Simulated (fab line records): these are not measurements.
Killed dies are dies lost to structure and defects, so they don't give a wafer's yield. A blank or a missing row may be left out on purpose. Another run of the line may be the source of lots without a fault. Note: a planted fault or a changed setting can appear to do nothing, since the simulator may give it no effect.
Code-filled problem report in 8D (eight disciplines) form | flow berkeley_cmos170 | the parts of the form that need people (team, actions taken, sign-off) are left out

## 1. WHAT IS WRONG
Across 6 wafers from 2 lots, PVT_TW at UCB170_PVT_TW_MEAS_09 averages 458, while fault-free wafers read 504 with a standard deviation of 5.7. Measured from the usual mean, that is -8.0 standard deviations.
Seen first at day 9 01:58 on film_metro-04, wafer L715.1. The record has a number at this step for 42 wafers belonging to 14 lots. The rule behind "out" and "out of limits": a value lying over 4 standard deviations away from the usual mean. The rest of the wafers with a number are treated as sound.

## 2. WHAT IT IS, WHAT IT ISN'T
question                    | is                           | is not
which readings at this step | PVT_TW                       | -
which lots                  | L715, L717                   | L698, L699, L700, L704, L705, L706, L708, L709, L710, L714, L720, L721
which wafers of those lots  | all that have a number       | -
read on which gauges        | film_metro-03, film_metro-04 | film_metro-01
when                        | from day 9 01:58             | up to then (30 sound wafers); but 6 sound wafers of L720, L721 came after

## 3. THE SUSPECTS, EACH WITH WHAT RULES IT OUT
Counting: a tool at a process step up to the reading stays a suspect if it ran every lot that is out and no sound lot after the first of them.
- the gauge at UCB170_PVT_TW_MEAS_09: ruled out. The wafers that are out were read on 2 gauges (film_metro-03, film_metro-04).
- litho_track-03 at UCB170_NWELL_PEB_10: ruled out as a lasting fault. Sound lots L721 ran on it after its first lot that is out, L715 (day 5 23:35).
- implanter-03 at UCB170_PVT_IMPLANT_07: kept. It processed each lot that is out, first L715 at day 9 01:43, and no sound lot thereafter; up to then, the last sound lot it processed was L710 at day 8 01:06. On those wafers its own readings are out: beam_energy_keV.
The count leaves implanter-03 at UCB170_PVT_IMPLANT_07.

## 4. THE CAUSE (what the simulator had put in)
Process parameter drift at UCB170_PVT_IMPLANT_07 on implanter-03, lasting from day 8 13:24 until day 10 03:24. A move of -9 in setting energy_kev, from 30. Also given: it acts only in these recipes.
After counting, this tool was the only one left.

## 5. THE CHAIN OF EFFECTS, in route order
Each row: a reading whose mean over the struck wafers that have a number lies more than 3 standard deviations from the usual. Scope: only readings with a usual standard deviation given in the record; hours: median across lots of the time from each lot's start at the first step in this table that gives one to its start at this step; sigmas: change in usual standard deviations.
hours | step                  | reading         | usual  | on struck wafers | change | sigmas
0     | UCB170_PVT_IMPLANT_07 | beam_energy_keV | 30.000 | 20.997           | -9.003 | -99 or more
0     | UCB170_PVT_TW_MEAS_09 | PVT_TW          | 504    | 458              | -46    | -8.0
Process steps it contains:
- UCB170_PVT_IMPLANT_07

## 6. HOW IT WOULD HAVE BEEN CAUGHT EARLIER
The first out-of-limits reading at a measuring or inspecting step in this record came at day 9 01:58, 13 hours after the fault's start at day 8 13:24.
Tool's own readings at UCB170_PVT_IMPLANT_07, beam_energy_keV: out on all struck wafers the step has rows for; an alarm limit on them would have tripped on the first.
Among the 2 lots that are out, L717 began UCB170_PVT_IMPLANT_07 on implanter-03 after day 9 01:58. Putting the tool on hold at that point would have spared it.
